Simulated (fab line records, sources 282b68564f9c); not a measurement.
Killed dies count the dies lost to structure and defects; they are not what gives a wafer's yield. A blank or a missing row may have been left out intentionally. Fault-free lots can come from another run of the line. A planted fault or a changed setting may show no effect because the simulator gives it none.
Which tool was responsible? + flow rit_cmos + Sampling: 7 lots, 21 wafers, 2 of 202 route steps

== WHAT EACH GAUGE READ, for each wafer ==
RIT_SDANNEAL_RS_MEAS_06: a four-point-probe measurement.
| lot  | measured    | on            | PLDD_RS (ohm/sq)                    |
|------|-------------|---------------|-------------------------------------|
| L717 | day 3 19:53 | film_metro-02 | 178.1 178.7 178.4                   |
| L719 | day 4 07:35 | film_metro-01 | 179.0 178.6 178.9                   |
| L722 | day 4 19:23 | film_metro-02 | 178.3 178.8 178.9                   |
| L724 | day 5 04:51 | film_metro-03 | 178.0 178.5 178.4                   |
| L726 | day 5 14:34 | film_metro-02 | 178.7 178.5 179.2                   |
| L730 | day 6 11:46 | film_metro-02 | 180.1 180.5 180.4 180.1 181.0 180.1 |
| L737 | day 7 21:44 | film_metro-03 | 178.7 178.7 178.3                   |

== EACH LOT AND THE TOOL THAT RAN IT (in order: tool; ch and the chambers of the sampled wafers; start) ==
| lot  | RIT_PLDD_IMPLANT_08            |
|------|--------------------------------|
| L717 | implanter-01 ch 0, day 3 13:17 |
| L719 | implanter-02 ch 0, day 4 00:04 |
| L722 | implanter-02 ch 0, day 4 12:24 |
| L724 | implanter-03 ch 0, day 4 22:21 |
| L726 | implanter-01 ch 0, day 5 07:50 |
| L730 | implanter-03 ch 0, day 6 04:16 |
| L737 | implanter-01 ch 0, day 7 14:54 |
- RIT_PLDD_IMPLANT_08

== THE ANSWER, worked out from the rows above alone ==
Rule: the usual values come from the lots themselves. The widest of any qualifying gaps counts: lots, ordered by their means at a reading, are off when they make up no more than a third of the lots, leave a main group of 4 or more, and stand apart from it by 3 or more times the standard deviation of that group's means. The tables above print the reading to a certain number of digits; a main group whose means all agree to those digits is not used. A lot without any number at a reading at which 4 lots or more have one is off too. Where the step has rows for the other lots, those lots are counted as sound.
Off: L730, seen at RIT_SDANNEAL_RS_MEAS_06 (PLDD_RS). The main group has a mean of 178.6 ohm/sq with a standard deviation of 0.2.
A tool fits if, at a process step before that reading, it ran every lot that is off, and no sound lot after the first of them. Gauges at RIT_SDANNEAL_RS_MEAS_06: tried the same way as those tools. 2 tools fit, implanter-03 at RIT_PLDD_IMPLANT_08 and film_metro-02 at RIT_SDANNEAL_RS_MEAS_06, so this cannot tell which one it is.

== WHAT THE SIMULATOR PUT IN ==
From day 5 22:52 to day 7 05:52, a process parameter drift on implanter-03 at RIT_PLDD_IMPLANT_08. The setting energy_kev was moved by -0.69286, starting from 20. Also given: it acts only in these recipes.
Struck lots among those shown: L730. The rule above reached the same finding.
